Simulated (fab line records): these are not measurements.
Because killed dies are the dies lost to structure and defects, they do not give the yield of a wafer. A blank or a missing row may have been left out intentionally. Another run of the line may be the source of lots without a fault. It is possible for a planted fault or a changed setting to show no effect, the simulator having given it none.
fab line records	flow rit_cmos
record: lots: 5	wafers: 15	last_day: 5
route steps=202 shown NLDD@104 PLDD@114 SPACER@125
lots untouched by any fault: they come from a run of this same line in which no faults occurred
start_h: the number of hours between the record's first day and the start of the first shown wafer of the lot	wait_h: time in hours since the lot's previous step	" identical to the entry in the row above	L1.1+2: a single row standing in for several wafers	- no value, or no start was given	* or withheld: withheld	< > ~ a bound
route shown NAME@n: a module of which the file shows steps, and the number in the route of the first	usual: mean/standard deviation of fault-free wafers	same: alike in all rows	chamber/n: place in a boat	sites: the reading at each site	_std_site: their standard deviation	_edge_site: mean of outer sites minus mean of inner sites	radius_mm: for every site, how far away it sits from the centre of the wafer	mask NAME#n: copy n	behind: the tool/chamber that last shaped the wafer	hold: why the lot went on hold/how many hours it stayed there/how the hold came to an end	device: transistor that didn't switch, given as n, p or np	end of line: the same wafers' tests at the end of the route	a step with no rows: only its recipe	killed: dies that structure and defects cost at the first sort, which is not the same as the wafer's yield	map: shows each die of a wafer: x if killed, . if not, _ if none is there
set.NAME: the run value of the setting; set.NAME@STEP: its run value at that earlier step	model.NAME: the simulator's own value behind a step, which no gauge read
lots seen at some steps along the route; tables by step, rows by wafer
services: the hour from which a tool's chamber was out of use, counted from the record's first day as start_h (under 0 if before that day), plus the number of hours and why
== steps ==
step: RIT_NLDD_COAT_01
recipe: resist: NOVOLAK	spin_rpm: 3250	resist_thk_nm: 1000
lot.wafer	tool	chamber	start_h	wait_h
L076.2+3+6	litho_track-01	0	55.01	0.1
L079.3+5+6	litho_track-01	0	66.43	0.1
L085.2+3+5	litho_track-02	0	97.48	0.1
L086.3+5+6	litho_track-01	0	104.20	0.1
L087.1+4+6	litho_track-02	0	110.64	0.1
step: RIT_NLDD_SOFTBAKE_02
recipe: resist: NOVOLAK	temp_c: 90	time_s: 60
lot.wafer	tool	chamber	start_h	wait_h
L076.2+3+6	litho_track-01	0	55.16	0.1
L079.3+5+6	litho_track-01	0	66.58	0.1
L085.2+3+5	litho_track-02	0	97.63	0.1
L086.3+5+6	litho_track-01	0	104.35	0.1
L087.1+4+6	litho_track-02	0	110.79	0.1
step: RIT_NLDD_EXPOSE_03
recipe: mask_id: M7	na: 0.57	target_cd_nm: 40700	dose_mj: 250
lot.wafer	tool	chamber	start_h	wait_h	mask
L076.2+3+6	iline_stepper-01	0	55.43	0.2	M7#0
L079.3+5+6	iline_stepper-02	0	66.84	0.2	M7#0
L085.2+3+5	iline_stepper-01	0	97.77	0.1	M7#0
L086.3+5+6	iline_stepper-01	0	104.49	0.1	M7#0
L087.1+4+6	iline_stepper-02	0	111.07	0.2	M7#0
step: RIT_NLDD_PEB_04
recipe: resist: NOVOLAK	temp_c: withheld	time_s: withheld
lot.wafer	tool	chamber	start_h	wait_h
L076.2+3+6	litho_track-02	0	55.55	0.1
L079.3+5+6	litho_track-01	0	66.97	0.1
L085.2+3+5	litho_track-03	0	97.96	0.2
L086.3+5+6	litho_track-03	0	104.62	0.1
L087.1+4+6	litho_track-03	0	111.18	0.1
step: RIT_NLDD_DEVELOP_05
recipe: resist: NOVOLAK	develop_time_s: 50	dev_temp_c: 23
lot.wafer	tool	chamber	start_h	wait_h
L076.2+3+6	litho_track-02	0	-	-
L079.3+5+6	litho_track-01	0	-	-
L085.2+3+5	litho_track-03	0	-	-
L086.3+5+6	litho_track-03	0	-	-
L087.1+4+6	litho_track-03	0	-	-
step: RIT_NLDD_OVL_MEAS_06
usual: NLDD_OVL: -0.4/1.3
lot.wafer	tool	chamber	start_h	wait_h	NLDD_OVL[nm]
L076.2	overlay-02	-	55.82	-	-1.1
L076.3	"	-	"	"	0.5
L076.6	"	-	"	"	2.0
L079.3	overlay-02	-	67.21	-	2.9
L079.5	"	-	"	"	2.0
L079.6	"	-	"	"	1.2
L085.2	overlay-02	-	98.23	-	-1.5
L085.3	"	-	"	"	-1.3
L085.5	"	-	"	"	0.2
L086.3	overlay-01	-	104.86	-	2.0
L086.5	"	-	"	"	-1.0
L086.6	"	-	"	"	-1.5
L087.1	overlay-01	-	111.47	-	-2.0
L087.4	"	-	"	"	-1.6
L087.6	"	-	"	"	-0.9
step: RIT_NLDD_HARDBAKE_07
recipe: resist: NOVOLAK	temp_c: 140	time_s: 60
lot.wafer	tool	chamber	start_h	wait_h
L076.2+3+6	litho_track-03	0	55.87	0.0
L079.3+5+6	litho_track-02	0	67.48	0.3
L085.2+3+5	litho_track-02	0	98.28	0.0
L086.3+5+6	litho_track-03	0	104.94	0.1
L087.1+4+6	litho_track-01	0	111.50	0.0
step: RIT_NLDD_IMPLANT_08
recipe: species: P	energy_kev: 20	dose_cm2: 5e+14	tilt_deg: 7
lot.wafer	tool	chamber	start_h	wait_h
L076.2+3+6	implanter-01	0	56.02	0.1
L079.3+5+6	implanter-03	0	67.63	0.1
L085.2+3+5	implanter-04	0	98.43	0.1
L086.3+5+6	implanter-01	0	105.09	0.1
L087.1+4+6	implanter-04	0	111.65	0.1
step: RIT_NLDD_STRIP_09
recipe: chemistry: O2	time_s: 180	resist: NOVOLAK	platen_temp_c: withheld	power_w: 500	pressure_mtorr: 4000	o2_flow_sccm: 4000
usual: drypump_motor_current_A: 6.0/0.59
lot.wafer	tool	chamber	start_h	wait_h	drypump_motor_current_A	rf_hours_counter_h
L076.2	plasma_asher-04	0	56.15	0.1	6.3	44
L076.3	"	0	"	"	6.3	-
L076.6	"	1	"	"	5.2	-
L079.3	plasma_asher-02	0	67.78	0.1	6.1	-
L079.5	"	1	"	"	6.6	-
L079.6	"	0	"	"	6.1	-
L085.2	plasma_asher-04	0	98.56	0.1	6.3	49
L085.3	"	0	"	"	6.3	-
L085.5	"	1	"	"	5.2	-
L086.3	plasma_asher-02	1	105.25	0.1	6.6	-
L086.5	"	1	"	"	6.5	-
L086.6	"	0	"	"	6.1	-
L087.1	plasma_asher-03	0	111.80	0.1	6.2	46
L087.4	"	1	"	"	4.9	-
L087.6	"	0	"	"	6.2	-
step: RIT_NLDD_TW_MEAS_10
usual: NLDD_TW: 2525/17
lot.wafer	tool	chamber	start_h	wait_h	NLDD_TW
L076.2	film_metro-02	-	56.33	0.1	2513
L076.3	"	-	"	"	2519
L076.6	"	-	"	"	2522
L079.3	film_metro-03	-	67.92	0.1	2494
L079.5	"	-	"	"	2507
L079.6	"	-	"	"	2512
L085.2	film_metro-04	-	98.74	0.1	2559
L085.3	"	-	"	"	2558
L085.5	"	-	"	"	2561
L086.3	film_metro-03	-	105.38	0.1	2526
L086.5	"	-	"	"	2540
L086.6	"	-	"	"	2527
L087.1	film_metro-04	-	111.98	0.1	2552
L087.4	"	-	"	"	2551
L087.6	"	-	"	"	2556
step: RIT_PLDD_HMDS_00
recipe: prime_time_s: 60	prime_temp_c: 140
lot.wafer	tool	chamber	start_h	wait_h
L076.2+3+6	litho_track-03	0	56.41	0.1
L079.3+5+6	litho_track-04	0	68.01	0.1
L085.2+3+5	litho_track-04	0	98.82	0.1
L086.3+5+6	litho_track-02	0	105.54	0.1
L087.1+4+6	litho_track-02	0	112.04	0.1
step: RIT_PLDD_COAT_01
recipe: resist: NOVOLAK	spin_rpm: 3250	resist_thk_nm: 1000
lot.wafer	tool	chamber	start_h	wait_h
L076.2+3+6	litho_track-03	0	56.56	0.1
L079.3+5+6	litho_track-04	0	68.16	0.1
L085.2+3+5	litho_track-04	0	98.97	0.1
L086.3+5+6	litho_track-02	0	105.69	0.1
L087.1+4+6	litho_track-02	0	112.19	0.1
step: RIT_PLDD_SOFTBAKE_02
recipe: resist: NOVOLAK	temp_c: 90	time_s: 60
lot.wafer	tool	chamber	start_h	wait_h
L076.2+3+6	litho_track-03	0	56.71	0.1
L079.3+5+6	litho_track-04	0	68.31	0.1
L085.2+3+5	litho_track-04	0	99.12	0.1
L086.3+5+6	litho_track-02	0	105.84	0.1
L087.1+4+6	litho_track-02	0	112.34	0.1
step: RIT_PLDD_EXPOSE_03
recipe: mask_id: M8	na: 0.57	target_cd_nm: 40900	dose_mj: 250
lot.wafer	tool	chamber	start_h	wait_h	mask
L076.2+3+6	iline_stepper-02	0	56.85	0.1	M8#0
L079.3+5+6	iline_stepper-02	0	68.45	0.1	M8#0
L085.2+3+5	iline_stepper-02	0	99.26	0.1	M8#0
L086.3+5+6	iline_stepper-02	0	105.98	0.1	M8#0
L087.1+4+6	iline_stepper-02	0	112.49	0.1	M8#0
step: RIT_PLDD_PEB_04
recipe: resist: NOVOLAK	temp_c: withheld	time_s: withheld
lot.wafer	tool	chamber	start_h	wait_h
L076.2+3+6	litho_track-03	0	56.97	0.1
L079.3+5+6	litho_track-03	0	68.58	0.1
L085.2+3+5	litho_track-03	0	99.38	0.1
L086.3+5+6	litho_track-02	0	106.10	0.1
L087.1+4+6	litho_track-04	0	112.60	0.1
step: RIT_PLDD_DEVELOP_05
recipe: resist: NOVOLAK	develop_time_s: 50	dev_temp_c: 23
lot.wafer	tool	chamber	start_h	wait_h
L076.2+3+6	litho_track-03	0	-	-
L079.3+5+6	litho_track-03	0	-	-
L085.2+3+5	litho_track-03	0	-	-
L086.3+5+6	litho_track-02	0	-	-
L087.1+4+6	litho_track-04	0	-	-
step: RIT_PLDD_OVL_MEAS_06
usual: PLDD_OVL: 0.6/1.3
lot.wafer	tool	chamber	start_h	wait_h	PLDD_OVL[nm]
L076.2	overlay-02	-	57.24	-	1.2
L076.3	"	-	"	"	2.3
L076.6	"	-	"	"	1.8
L079.3	overlay-02	-	68.82	-	2.4
L079.5	"	-	"	"	1.9
L079.6	"	-	"	"	2.4
L085.2	overlay-02	-	99.65	-	1.1
L085.3	"	-	"	"	1.2
L085.5	"	-	"	"	2.1
L086.3	overlay-02	-	106.35	-	0.7
L086.5	"	-	"	"	1.6
L086.6	"	-	"	"	1.5
L087.1	overlay-01	-	112.89	-	3.9
L087.4	"	-	"	"	1.6
L087.6	"	-	"	"	1.8
step: RIT_PLDD_HARDBAKE_07
recipe: resist: NOVOLAK	temp_c: 140	time_s: 60
lot.wafer	tool	chamber	start_h	wait_h
L076.2+3+6	litho_track-03	0	57.29	0.0
L079.3+5+6	litho_track-02	0	68.90	0.1
L085.2+3+5	litho_track-03	0	99.70	0.0
L086.3+5+6	litho_track-02	0	106.42	0.1
L087.1+4+6	litho_track-02	0	112.92	0.0
step: RIT_PLDD_IMPLANT_08
recipe: species: BF2	energy_kev: 20.28	dose_cm2: 9e+14	tilt_deg: 7
lot.wafer	tool	chamber	start_h	wait_h
L076.2+3+6	implanter-03	0	57.44	0.1
L079.3+5+6	implanter-02	0	69.05	0.1
L085.2+3+5	implanter-02	0	99.85	0.1
L086.3+5+6	implanter-01	0	106.57	0.1
L087.1+4+6	implanter-02	0	113.07	0.1
step: RIT_PLDD_STRIP_09
recipe: chemistry: O2	time_s: 180	resist: NOVOLAK	platen_temp_c: withheld	power_w: 500	pressure_mtorr: 4000	o2_flow_sccm: 4000
usual: drypump_motor_current_A: 5.8/0.67
lot.wafer	tool	chamber	start_h	wait_h	drypump_motor_current_A	rf_hours_counter_h
L076.2	plasma_asher-03	0	57.57	0.1	6.2	39
L076.3	"	1	"	"	4.9	-
L076.6	"	1	"	"	4.9	-
L079.3	plasma_asher-02	0	69.20	0.1	6.1	-
L079.5	"	1	"	"	6.6	-
L079.6	"	0	"	"	6.1	-
L085.2	plasma_asher-03	1	99.98	0.1	4.9	44
L085.3	"	0	"	"	6.2	-
L085.5	"	0	"	"	6.2	-
L086.3	plasma_asher-01	1	106.73	0.1	5.6	-
L086.5	"	1	"	"	5.6	-
L086.6	"	0	"	"	6.7	-
L087.1	plasma_asher-02	0	113.22	0.1	6.1	31
L087.4	"	1	"	"	6.6	-
L087.6	"	1	"	"	6.6	-
step: RIT_PLDD_TW_MEAS_10
usual: PLDD_TW: 2393/16
lot.wafer	tool	chamber	start_h	wait_h	PLDD_TW
L076.2	film_metro-04	-	57.75	0.1	2412
L076.3	"	-	"	"	2413
L076.6	"	-	"	"	2416
L079.3	film_metro-03	-	69.34	0.1	2380
L079.5	"	-	"	"	2361
L079.6	"	-	"	"	2381
L085.2	film_metro-03	-	100.16	0.1	2405
L085.3	"	-	"	"	2385
L085.5	"	-	"	"	2402
L086.3	film_metro-04	-	106.87	0.1	2404
L086.5	"	-	"	"	2415
L086.6	"	-	"	"	2415
L087.1	film_metro-04	-	113.40	0.1	2419
L087.4	"	-	"	"	2403
L087.6	"	-	"	"	2417
step: RIT_SPACER_CLEAN_00
recipe: chemistry: SC1	mix: 3:3:50	time_s: 600	temp_c: 75
lot.wafer	tool	chamber	start_h	wait_h
L076.2+3+6	wet_bench-01	2	57.80	0.0
L079.3+5+6	wet_bench-03	3	69.38	0.0
L085.2+3+5	wet_bench-03	1	100.21	0.0
L086.3+5+6	wet_bench-01	1	106.91	0.0
L087.1+4+6	wet_bench-01	1	113.46	0.1
step: RIT_SPACER_CLEAN_01
recipe: chemistry: dHF	dilution: 50:1	time_s: 30
lot.wafer	tool	chamber	start_h	wait_h
L076.2+3+6	wet_bench-04	2	57.98	0.0
L079.3+5+6	wet_bench-01	0	69.56	0.0
L085.2+3+5	wet_bench-01	0	100.39	0.0
L086.3+5+6	wet_bench-03	0	107.08	0.0
L087.1+4+6	wet_bench-03	2	113.63	0.0
step: RIT_SPACER_CLEAN_02
recipe: chemistry: SC2	mix: 3:3:50	time_s: 600	temp_c: 75	dry: n2_spin
lot.wafer	tool	chamber	start_h	wait_h
L076.2+3+6	wet_bench-01	0	58.01	0.0
L079.3+5+6	wet_bench-03	1	69.57	0.0
L085.2+3+5	wet_bench-04	0	100.40	0.0
L086.3+5+6	wet_bench-01	1	107.10	0.0
L087.1+4+6	wet_bench-01	3	113.65	0.0
step: RIT_SPACER_CVD_03
recipe: material: Si3N4	target_thk_nm: 250	temp_c: 810	precursor: SiH2Cl2/NH3	time_s: 3300	pressure_mtorr: 300	sih2cl2_flow_sccm: 60	nh3_flow_sccm: 150
usual: nh3_flow_sccm: 150.1/0.49	sih2cl2_flow_sccm: 60.03/0.17	spike_tc_source_C: 833/3.6	susceptor_temp_C: 810.0/0.39	zone_power_load_pct: 22.8/2.9
lot.wafer	tool	chamber	start_h	wait_h	nh3_flow_sccm	sih2cl2_flow_sccm	spike_tc_source_C	susceptor_temp_C	zone_power_load_pct
L076.2	lpcvd-01	1	58.19	0.0	150.4	59.88	836	810.4	18.3
L076.3	"	1	"	"	149.7	59.74	835	810.7	18.7
L076.6	"	1	"	"	150.8	60.08	834	810.7	18.6
L079.3	lpcvd-02	0	69.75	0.0	150.0	59.87	837	810.0	25.8
L079.5	"	0	"	"	150.1	59.91	837	809.7	25.8
L079.6	"	0	"	"	150.2	59.82	836	810.0	26.2
L085.2	lpcvd-01	1	100.75	0.0	150.4	60.36	834	810.9	18.6
L085.3	"	1	"	"	150.0	60.00	836	810.3	18.6
L085.5	"	1	"	"	149.2	60.28	835	810.5	18.6
L086.3	lpcvd-02	1	107.98	0.7	149.5	60.23	828	809.8	24.5
L086.5	"	1	"	"	150.0	59.99	827	810.1	24.7
L086.6	"	1	"	"	149.9	60.08	826	810.3	24.7
L087.1	lpcvd-01	1	113.83	0.0	150.3	60.03	837	809.9	18.6
L087.4	"	1	"	"	151.2	60.08	835	809.6	18.4
L087.6	"	1	"	"	150.7	60.16	836	810.1	18.5
step: RIT_SPACER_THK_MEAS_04
recipe: reads: Si3N4_of_SPACER_CVD_03
usual: SPACER_NITRIDE_THK: 250.3/2.4
lot.wafer	tool	chamber	start_h	wait_h	SPACER_NITRIDE_THK[nm]
L076.2	film_metro-01	-	60.11	0.0	251.1
L076.3	"	-	"	"	248.2
L076.6	"	-	"	"	248.8
L079.3	film_metro-04	-	71.68	0.0	248.8
L079.5	"	-	"	"	249.1
L079.6	"	-	"	"	249.5
L085.2	film_metro-03	-	102.68	0.0	252.9
L085.3	"	-	"	"	251.6
L085.5	"	-	"	"	252.8
L086.3	film_metro-04	-	109.91	0.0	252.8
L086.5	"	-	"	"	253.5
L086.6	"	-	"	"	252.5
L087.1	film_metro-01	-	116.70	0.0	251.7
L087.4	"	-	"	"	251.6
L087.6	"	-	"	"	252.7
step: RIT_SPACER_ETCHBACK_05
recipe: target_depth_a: 2500	SF6_flow_sccm: 30	CHF3_flow_sccm: 30	target: Si3N4	chemistry: SF6/CHF3	pressure_mtorr: 40	rf_w: 250	time_s: 240	stop_on: SiO2
usual: drypump_motor_current_A: 5.8/0.68	oes_product_au: 0.840/0.015	throttle_valve_pct: 10.23/0.13
lot.wafer	tool	chamber	start_h	wait_h	drypump_motor_current_A	oes_product_au	rf_hours_counter_h	throttle_valve_pct
L076.2	rie_diel-04	0	60.16	0.0	6.3	0.831	135	10.18
L076.3	"	3	"	"	6.4	0.834	3	9.95
L076.6	"	2	"	"	5.4	0.840	-	10.45
L079.3	rie_diel-04	2	71.72	0.0	5.3	0.838	105	10.46
L079.5	"	1	"	"	4.7	0.827	-	10.30
L079.6	"	0	"	"	6.2	0.822	-	10.20
L085.2	rie_diel-02	0	102.73	0.0	6.5	0.850	36	10.10
L085.3	"	3	"	"	6.2	0.841	22	10.25
L085.5	"	1	"	"	4.9	0.862	-	10.33
L086.3	rie_diel-01	3	109.95	0.0	6.4	0.866	24	10.15
L086.5	"	1	"	"	6.6	0.838	-	10.26
L086.6	"	2	"	"	5.1	0.820	-	10.34
L087.1	rie_diel-02	1	116.76	0.1	5.0	0.849	14	10.35
L087.4	"	2	"	"	5.7	0.851	6	10.34
L087.6	"	0	"	"	6.5	0.851	-	10.09
== services ==
tool	chamber	start_h	hours	kind
implanter-02	-	35.10	1.8	repair
implanter-01	-	37.11	2.9	pm
plasma_asher-02	-	38.91	14.6	pm
rie_diel-01	-	39.73	0.3	repair
implanter-04	-	45.85	0.7	repair
lpcvd-02	-	53.12	1.8	repair
implanter-02	-	57.11	0.7	repair
plasma_asher-01	-	59.59	11.9	repair
implanter-03	-	68.71	3.7	repair
rie_diel-02	-	72.63	2.8	pm
implanter-03	-	74.07	4.1	repair
wet_bench-01	-	74.24	1.2	repair
rie_diel-04	-	75.68	0.6	repair
implanter-04	-	79.44	2.8	pm
iline_stepper-02	-	88.26	3.6	repair
iline_stepper-01	0	95.17	-	calibration
rie_diel-04	1	97.35	7.6	repair
rie_diel-04	0	101.10	4.5	repair
plasma_asher-04	-	101.70	3.8	repair
plasma_asher-04	-	108.75	9.0	pm
plasma_asher-04	0	108.75	9.0	vent_cycle
rie_diel-04	3	109.76	2.6	repair
implanter-02	-	113.31	1.8	repair
iline_stepper-02	-	113.33	2.4	repair
== key ==
fault none
